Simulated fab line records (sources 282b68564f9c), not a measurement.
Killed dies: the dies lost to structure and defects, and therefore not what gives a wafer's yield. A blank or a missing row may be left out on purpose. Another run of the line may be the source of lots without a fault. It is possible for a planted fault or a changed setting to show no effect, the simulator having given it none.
Struck lot and sound lot, side by side ; flow rit_cmos ; 13 steps out of a route of 202
Sound: wafers L721.1, L721.3, L721.4. Wafers L731.3, L731.4, L731.5 were the ones struck. At the end, the cause is stated.
Each step with rows lists, per side, the tool, then ch with its chambers, then its first start. Under that, the readings that differ: sound wafers ; struck wafers ; difference of the means ; sigmas: that difference in standard deviations of wafers without a fault.
alike: readings with means less than 2 such deviations apart, plus words and numbers identical on both sides. not compared: withheld readings, readings lacking a value on some wafer, bounds such as >300 that could conceal the same value, and numbers that have no deviation in the record and whose values overlap.
A row with sigmas, a row that says differs or no value, or rows on one side alone: a step with any of these is where the two part. When numbers do not overlap yet have no deviation, they are printed without sigmas and do not part them. A reading that every wafer of one side lacks parts them only if that side has two wafers or more.

first, 2 steps without rows for these wafers: RIT_PLDD_PEB_04; RIT_PLDD_DEVELOP_05 (develop time 50 s).
RIT_PLDD_OVL_MEAS_06:
  sound on overlay-01 at day 4 12:43; struck on overlay-01 at day 6 18:08
  alike: PLDD_OVL
then, 2 steps without rows for these wafers: RIT_PLDD_HARDBAKE_07 (time 60 s); RIT_PLDD_IMPLANT_08.
RIT_PLDD_STRIP_09: strips in O2, time 180 s.
  sound on plasma_asher-03 ch 0,1, day 4 13:04; struck on plasma_asher-03 ch 0,1, day 6 18:32
  alike: chamber_pressure_mTorr, drypump_motor_current_A
  not compared: rf_hours_counter_h
RIT_PLDD_TW_MEAS_10:
  sound on film_metro-04 at day 4 13:14; struck on film_metro-03 at day 6 18:40
  alike: PLDD_TW
then, 4 steps without rows for these wafers: RIT_SPACER_CLEAN_00 (cleans in SC1, time 600 s); RIT_SPACER_CLEAN_01 (cleans in dHF, time 30 s); RIT_SPACER_CLEAN_02 (cleans in SC2, time 600 s); RIT_SPACER_CVD_03 (deposits Si3N4 from SiH2Cl2/NH3, target thk 250 nm, time 3300 s).
RIT_SPACER_THK_MEAS_04:
  sound on film_metro-03 at day 4 15:57; struck on film_metro-04 at day 6 21:09
  alike: SPACER_NITRIDE_THK
RIT_SPACER_ETCHBACK_05: etches Si3N4 in SF6/CHF3, stops on SiO2, target depth 250 nm, time 240 s.
  sound on rie_diel-02 ch 0,2,3, day 4 16:01; struck on rie_diel-02 ch 0,1,3, day 6 21:11
reading;sound;struck;difference;sigmas
oes_product_au (a.u.);0.833 0.846 0.842;0.732 0.756 0.750;-0.094;-6
model.etch.depth_nm (nm);251.1 250.3 251.1;207.8 214.2 208;-40.8;
model.poly-Si_of_GATE_CVD_08.thk_nm (nm);172.5 170.9 169.9;186.9 184.2 186.1;+14.6;
model.Si3N4_of_SPACER_CVD_03.thk_nm (nm);198.1 196.1 196.3;215.9 212.8 214.9;+17.7;
  alike: chamber_pressure_mTorr, drypump_motor_current_A, throttle_valve_pct
  not compared: rf_hours_counter_h

WHERE THEY PART
RIT_SPACER_ETCHBACK_05 only, going by this record.

WHY: whatever the simulator had introduced
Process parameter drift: rie_diel-02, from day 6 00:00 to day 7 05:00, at RIT_SPACER_ETCHBACK_05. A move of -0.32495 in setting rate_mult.
